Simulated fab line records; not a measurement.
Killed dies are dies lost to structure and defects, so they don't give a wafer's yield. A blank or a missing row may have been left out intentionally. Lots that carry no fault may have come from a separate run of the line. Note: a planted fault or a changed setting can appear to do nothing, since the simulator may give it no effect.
fab line records -- flow berkeley_cmos170
record: lots: 14, wafers: 42, last_day: 11
route steps=331 shown FIELD@90
lots untouched by any fault: they come from a run of this same line in which no faults occurred
start_h: the number of hours between the record's first day and the start of the first shown wafer of the lot -- wait_h: how many hours have passed since the lot's step before this one -- " identical to the entry in the row above -- L1.1+2: a row that stands for several wafers -- - either no value or no given start -- * or withheld: withheld -- < > ~ a bound
route shown NAME@n: names a module that has steps shown in the file, with the first one's number in the route -- usual: average and standard deviation across the fault-free wafers -- same: alike in all rows -- chamber/n: place in a boat -- sites: each site's reading -- _std_site: the values' standard deviation -- _edge_site: inner sites' mean taken away from outer sites' mean -- radius_mm: for every site, how far away it sits from the centre of the wafer -- mask NAME#n: copy n -- behind: the last tool/chamber to shape the wafer -- hold: reason for holding the lot/hours on hold/outcome of the hold -- device: whichever transistor did not switch (one of n, p or np) -- end of line: at the end of the route, the tests of the same wafers -- a step given without rows: its recipe and nothing more -- killed: dies that structure and defects cost at the first sort, which is not the same as the wafer's yield -- map: per-die view of a wafer (x killed, . not killed, _ where there is no die)
set.NAME: setting as actually run; set.NAME@STEP: the setting as run at that earlier step -- model.NAME: the simulator's own value behind a step, which no gauge read
route steps across a sampled set of lots; one table per step, one row per wafer
services: a tool's chamber out of use, with start hour (start_h, from the record's first day; less than 0 if before it), hours out, and reason
== steps ==
step: UCB170_FIELD_OXIDATION_01
recipe: temp_c: 1000, ambient: H2O, p_h2o_torr: 584.62, target_thk_a: 5583, ox_time_s: 7200
usual: spike_tc_centre_C: 1002.9/1.2, spike_tc_source_C: 1021.2/1.7, tube_center_temp_C: 1000.0/0.1, tube_center_temp_C_max: 1002.5/0.4, zone_power_centre_pct: 46/6
lot.wafer,tool,chamber,start_h,wait_h,spike_tc_centre_C,spike_tc_source_C,tube_center_temp_C,tube_center_temp_C_max,zone_power_centre_pct
L329.1,furnace-01,0,90.56,1.7,1001.7,1020.1,1000.0,1002.6,52
L329.3,furnace-01,0,90.56,1.7,1003.3,1020.6,1000.0,1002.9,52
L329.4,furnace-01,0,90.56,1.7,1001.6,1022.6,999.89,1002.3,51
L330.1,furnace-01,0,90.56,1.7,1002.6,1020.7,1000.0,1003.2,52
L330.3,furnace-01,0,90.56,1.7,1003.6,1019.0,1000.2,1003.2,52
L330.4,furnace-01,0,90.56,1.7,1000.7,1019.9,1000.0,1002.3,51
L331.1,furnace-01,0,90.56,1.7,1001.5,1018.2,1000.1,1002.4,52
L331.3,furnace-01,0,90.56,1.7,1001.7,1020.3,1000.0,1002.8,52
L331.5,furnace-01,0,90.56,1.7,1002.4,1018.4,999.95,1003.2,52
L332.2,furnace-04,0,108.54,3.3,1004.4,1023.6,999.96,1002.3,39
L332.4,furnace-04,0,108.54,3.3,1007.2,1022.9,999.80,1002.4,39
L332.5,furnace-04,0,108.54,3.3,1002.9,1023.1,1000.0,1002.3,39
L333.1,furnace-04,0,118.30,2.2,1003.3,1022.3,999.99,1002.7,40
L333.3,furnace-04,0,118.30,2.2,1003.1,1021.5,1000.1,1002.9,40
L333.6,furnace-04,0,118.30,2.2,1002.5,1023.0,1000.0,1003.0,40
L334.1,furnace-01,0,121.24,2.8,1002.5,1019.0,1000.2,1002.5,51
L334.5,furnace-01,0,121.24,2.8,1001.9,1019.0,1000.1,1002.5,52
L334.6,furnace-01,0,121.24,2.8,1003.0,1019.0,1000.1,1002.8,51
L335.3,furnace-01,0,121.24,2.8,1001.2,1019.1,1000.0,1001.9,52
L335.4,furnace-01,0,121.24,2.8,1001.4,1018.4,999.89,1002.4,52
L335.5,furnace-01,0,121.24,2.8,1002.2,1018.3,1000.2,1002.1,52
L336.2,furnace-01,0,121.24,2.8,1001.9,1018.9,999.95,1002.7,51
L336.4,furnace-01,0,121.24,2.8,1003.2,1020.7,1000.1,1002.3,51
L336.5,furnace-01,0,121.24,2.8,1002.2,1019.4,999.95,1002.8,52
L337.2,furnace-01,0,131.02,3.6,1006.9,1025.0,1006.3,1008.3,52
L337.3,furnace-01,0,131.02,3.6,1007.4,1026.5,1006.3,1008.0,52
L337.5,furnace-01,0,131.02,3.6,1009.1,1026.0,1006.1,1008.7,52
L342.2,furnace-04,0,145.36,1.6,1002.8,1021.3,1000.2,1002.5,39
L342.3,furnace-04,0,145.36,1.6,1003.9,1022.5,999.84,1001.8,41
L342.6,furnace-04,0,145.36,1.6,1003.6,1023.1,999.95,1002.8,40
L344.1,furnace-01,0,161.79,3.7,1008.5,1025.5,1006.1,1008.5,52
L344.4,furnace-01,0,161.79,3.7,1007.6,1024.5,1006.3,1008.7,52
L344.5,furnace-01,0,161.79,3.7,1009.2,1025.5,1006.2,1009.1,52
L348.1,furnace-04,0,181.50,1.6,1003.5,1021.3,1000.1,1002.5,39
L348.5,furnace-04,0,181.50,1.6,1002.5,1020.4,1000.3,1003.4,40
L348.6,furnace-04,0,181.50,1.6,1003.6,1024.0,1000.1,1003.0,40
L349.2,furnace-04,0,185.75,3.1,1002.8,1020.9,999.88,1001.7,40
L349.3,furnace-04,0,185.75,3.1,1004.4,1022.4,1000.1,1002.0,39
L349.6,furnace-04,0,185.75,3.1,1004.8,1022.9,1000.0,1002.7,40
L350.4,furnace-04,0,185.75,3.5,1002.8,1024.0,1000.2,1002.1,39
L350.5,furnace-04,0,185.75,3.5,1004.8,1022.9,1000.2,1002.8,40
L350.6,furnace-04,0,185.75,3.5,1001.8,1023.3,999.99,1003.1,40
== services ==
tool,chamber,start_h,hours,kind
furnace-01,-,85.17,4.1,pm
furnace-04,-,85.32,13.5,pm
furnace-01,-,93.56,10.2,pm
furnace-01,-,135.52,2.9,pm
== key ==
first_sign: step: UCB170_FIELD_OXIDATION_01, reading: tube_center_temp_C, direction: up, sigmas: 59, usual: *, struck: *
effect: step: UCB170_FIELD_OXIDATION_01, reading: tube_center_temp_C_max, direction: up, sigmas: 15, usual: *, struck: *
met_at UCB170_FIELD_OXIDATION_01
struck_lots L337,L344
tester_left_out L337,L344
onset_between 121.24 131.02
fault: kind: process_parameter_drift, tool: furnace-01, chamber: -, onset_h: 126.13, steps: UCB170_FIELD_OXIDATION_01, channel: temp_c, offset: *, shape: step, end_h: 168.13, acts_in: *, stated: *
tester_left_out: of these lots the tester's yield and bins aren't shown, on N5 and GAA mostly nor the transistor test; their killed dies are dies lost to structure and defects alone, not to doping, threshold or leakage, so they don't give the yield
